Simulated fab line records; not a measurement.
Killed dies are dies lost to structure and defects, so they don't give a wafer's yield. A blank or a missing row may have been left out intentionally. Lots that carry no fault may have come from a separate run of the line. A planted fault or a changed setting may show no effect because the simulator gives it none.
Comparing a struck lot with a sound one    flow ritCmos    44 steps out of a route of 202
Sound: the wafers L188.2, L188.3, L188.5. Wafers struck: L197.2, L197.5, L197.6. The cause is named last.
At each step with rows: each side's tool, then ch and its chambers, then its first start. Under that, the readings that differ: sound wafers    struck wafers    difference of the means    sigmas: that difference in standard deviations of wafers without a fault.
alike: readings whose means differ by less than 2 such deviations, and words and numbers that are the same on both sides. not compared: withheld readings, readings that some wafer has no value for, bounds like >300 that may hide the same value, and numbers for which the record gives no deviation and whose values overlap.
The two part at a step that has a row with sigmas, a row that says differs or no value, or rows on one side only. Numbers that have no deviation but don't overlap get no sigmas and don't part them. A reading missing from all wafers of one side parts the sides only when that side holds two or more wafers.

first, 4 steps without rows for these wafers: RIT_PLDD_SOFTBAKE_02 (time 60 s); RIT_PLDD_EXPOSE_03 (exposes mask M8, target cd 40900 nm); RIT_PLDD_PEB_04; RIT_PLDD_DEVELOP_05 (develop time 50 s).
RIT_PLDD_OVL_MEAS_06:
  sound on overlay-02 at day 3 01:34; struck on overlay-02 at day 4 21:08
  alike: PLDD_OVL
then, 2 steps without rows for these wafers: RIT_PLDD_HARDBAKE_07 (time 60 s); RIT_PLDD_IMPLANT_08.
RIT_PLDD_STRIP_09: strips in O2, time 180 s.
  sound on plasmaAsher-01 ch 0, day 3 01:54; struck on plasmaAsher-04 ch 0,1, day 4 21:28
  alike: drypumpMotorCurrentA
  not compared: rfHoursCounterH
RIT_PLDD_TW_MEAS_10:
  sound on filmMetro-03 at day 3 02:05; struck on filmMetro-03 at day 4 21:38
  alike: PLDD_TW
then, 3 steps without rows for these wafers: RIT_SPACER_CLEAN_00 (cleans in SC1, time 600 s); RIT_SPACER_CLEAN_01 (cleans in dHF, time 30 s); RIT_SPACER_CLEAN_02 (cleans in SC2, time 600 s).
RIT_SPACER_CVD_03: deposits Si3N4 from SiH2Cl2/NH3, target thk 250 nm, time 3300 s.
  sound on lpcvd-01 ch 1, day 3 02:30; struck on lpcvd-02 ch 1, day 4 22:11
reading                                  sound            struck           difference  sigmas
model.Si3N4_of_SPACER_CVD_03.thkNm (nm)  248.1 247.2 248  131.3 133 131.1  -116.0      
RIT_SPACER_THK_MEAS_04:
  sound on filmMetro-01 at day 3 04:25; struck on filmMetro-02 at day 5 00:06
reading                  sound              struck             difference  sigmas
SPACER_NITRIDE_THK (nm)  248.0 247.4 247.9  131.3 133.0 131.0  -116.0      -41
RIT_SPACER_ETCHBACK_05: etches Si3N4 in SF6/CHF3, stops on SiO2, target depth 250 nm, time 240 s.
  sound on rieDiel-04 ch 2,3, day 3 04:28; struck on rieDiel-01 ch 0,2,3, day 5 00:09
reading                  sound              struck             difference  sigmas
oesProductAu (a.u.)      0.832 0.843 0.841  0.572 0.546 0.550  -0.283      -20
model.etch.depthNm (nm)  248.1 247.2 248    131.3 133 131.1    -116.0      
  alike: drypumpMotorCurrentA, throttleValvePct
  not compared: rfHoursCounterH
then, 6 steps without rows for these wafers: RIT_NSD_HMDS_00 (prime time 60 s); RIT_NSD_COAT_01 (resist thk 1000 nm); RIT_NSD_SOFTBAKE_02 (time 59.14 s); RIT_NSD_EXPOSE_03 (exposes mask M9, target cd 40700 nm); RIT_NSD_PEB_04; RIT_NSD_DEVELOP_05 (develop time 50 s).
RIT_NSD_OVL_MEAS_06:
  sound on overlay-01 at day 3 05:29; struck on overlay-02 at day 5 01:11
  alike: NSD_OVL
then, 2 steps without rows for these wafers: RIT_NSD_HARDBAKE_07 (time 60 s); RIT_NSD_IMPLANT_08.
RIT_NSD_STRIP_09: strips in O2, time 180 s.
  sound on plasmaAsher-01 ch 0,1, day 3 05:49; struck on plasmaAsher-03 ch 0,1, day 5 01:32
reading                   sound        struck       difference  sigmas
drypumpMotorCurrentA (A)  5.1 5.2 5.1  6.0 6.1 5.7  +0.8        +2
  not compared: rfHoursCounterH
RIT_NSD_TW_MEAS_10:
  sound on filmMetro-02 at day 3 06:00; struck on filmMetro-01 at day 5 01:43
  alike: NSD_TW
then, 6 steps without rows for these wafers: RIT_PSD_HMDS_00 (prime time 60 s); RIT_PSD_COAT_01 (resist thk 1000 nm); RIT_PSD_SOFTBAKE_02 (time 60 s); RIT_PSD_EXPOSE_03 (exposes mask M10, target cd 40900 nm); RIT_PSD_PEB_04; RIT_PSD_DEVELOP_05 (develop time 50 s).
RIT_PSD_OVL_MEAS_06:
  sound on overlay-02 at day 3 07:04; struck on overlay-02 at day 5 02:44
  alike: PSD_OVL
then, 2 steps without rows for these wafers: RIT_PSD_HARDBAKE_07 (time 60 s); RIT_PSD_IMPLANT_08.
RIT_PSD_STRIP_09: strips in O2, time 180 s.
  sound on plasmaAsher-03 ch 0,1, day 3 07:24; struck on plasmaAsher-02 ch 0,1, day 5 03:04
  alike: drypumpMotorCurrentA
  not compared: rfHoursCounterH
RIT_PSD_TW_MEAS_10:
  sound on filmMetro-02 at day 3 07:35; struck on filmMetro-02 at day 5 03:16
  alike: PSD_TW
then, 3 steps without rows for these wafers: RIT_SDANNEAL_CLEAN_00 (cleans in SC1, time 587.1 s); RIT_SDANNEAL_CLEAN_01 (cleans in dHF, time 30 s); RIT_SDANNEAL_CLEAN_02 (cleans in SC2, time 600 s).
RIT_SDANNEAL_RTA_03: time 5 s.
  sound on rtpAnneal-01 ch 0, day 3 08:01; struck on rtpAnneal-02 ch 0, day 5 03:41
  alike: wafer_temp_C_max
RIT_SDANNEAL_RS_MEAS_04: uses a four-point probe to measure.
  sound on filmMetro-03 at day 3 08:05; struck on filmMetro-03 at day 5 03:46
  alike: PSD_RS
RIT_SILICIDE_WET_ETCH_00: etches SiO2 in BOE, target depth 14 nm, time 15 s.
  sound on wetBench-04 ch 3, day 3 08:32; struck on wetBench-04 ch 0, day 5 04:13
reading                                  sound              struck             difference  sigmas
model.Si3N4_of_SPACER_CVD_03.thkNm (nm)  193.5 192.9 193.9  102.6 102.5 102.5  -90.9       
RIT_M1_PROBE_99:
  sound on prober-02 at day 3 15:30; struck on prober-01 at day 5 11:20
reading                              sound              struck  difference  sigmas
model.etest.nldd.widthNm (nm)        3160 3155 3153     3333    +177        
model.etest.pldd.widthNm (nm)        3185 3154 3164     3333    +165        
model.etest.pplusSal.widthNm (nm)    3428 3460 3449     3632    +186        
model.etest.nplusSal.widthNm (nm)    3445 3444 3439     3604    +161        
model.etest.pwellPinched.rsOhmSq     453.6 453.6 456.5  564.4   +109.8      
model.etest.nwellPinched.rsOhmSq     340.9 337.9 336.8  423.4   +84.9       
model.etest.wellEdgeLeft.lineOhmUm   183.6 182.4 181.1  226     +44         
model.etest.wellEdgeRight.lineOhmUm  179.7 181.5 182.6  225.5   +44.2       

== WHERE THEY PART ==
Earliest at RIT_SPACER_THK_MEAS_04; latest, in this record, at RIT_NSD_STRIP_09. Later steps at which nothing parts them and some readings are alike: RIT_NSD_TW_MEAS_10, RIT_PSD_OVL_MEAS_06, RIT_PSD_STRIP_09, RIT_PSD_TW_MEAS_10, RIT_SDANNEAL_RTA_03, RIT_SDANNEAL_RS_MEAS_04.

WHY: what had been put in by the simulator
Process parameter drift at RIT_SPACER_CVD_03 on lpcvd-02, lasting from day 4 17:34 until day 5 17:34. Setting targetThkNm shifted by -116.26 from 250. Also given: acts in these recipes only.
